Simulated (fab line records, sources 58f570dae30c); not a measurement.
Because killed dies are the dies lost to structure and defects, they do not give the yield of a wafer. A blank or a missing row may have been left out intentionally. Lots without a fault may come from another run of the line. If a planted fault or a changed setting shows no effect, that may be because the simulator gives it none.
Chamber matching    flow berkeley_cmos170    rie_si-01 running UCB170_GATE_ETCH_15: 4 sister chambers
The step etches poly-Si in HBr/Cl2, stops on SiO2, time 56.3 s, target depth 278.2 nm. 8 wafers are shown with their chamber, then 7 later ones without.

== WAFERS, EACH WITH ITS CHAMBER ==
wafer   chamber  drypump_motor_current_A (A)  throttle_valve_pct (%)
L555.4  2        5.5                          26.20
L559.5  1        5.8                          26.03
L559.6  0        5.8                          26.22
L565.3  0        5.8                          26.23
L565.4  3        4.7                          26.50
L565.6  3        4.7                          26.48
L563.1  1        5.9                          26.03
L563.3  2        5.5                          26.21

== WAFERS WITHOUT THEIR CHAMBER ==
wafer   drypump_motor_current_A (A)  throttle_valve_pct (%)
L563.6  5.8                          26.03
L569.3  5.8                          26.22
L569.4  4.7                          26.50
L569.6  5.9                          26.03
L570.2  5.8                          26.20
L570.3  5.9                          26.03
L570.5  4.7                          26.48

== CHAMBER TAKEN BY EACH ==
wafer   from the rows above  in truth
L563.6  1                    1
L569.3  0                    0
L569.4  3                    3
L569.6  1                    1
L570.2  0                    0
L570.3  1                    1
L570.5  3                    3
7 of 7 placed correctly. Can't be placed from these rows: 0. Number placed wrongly: 0.
How it was worked out, from the rows above alone: a wafer's distance from a chamber is the root of the sum, over the readings, of the square of ((its reading less the chamber's mean) divided by the reading's scatter). The wafer belongs to the nearest chamber; if the next one is less than 2 further off, it can't be placed. Each chamber's mean is taken over the wafers shown for it. How the scatter is found: for the shown wafers, subtract from each reading the mean of its chamber, square and add these, divide the total by (wafers less chambers), then take the root.
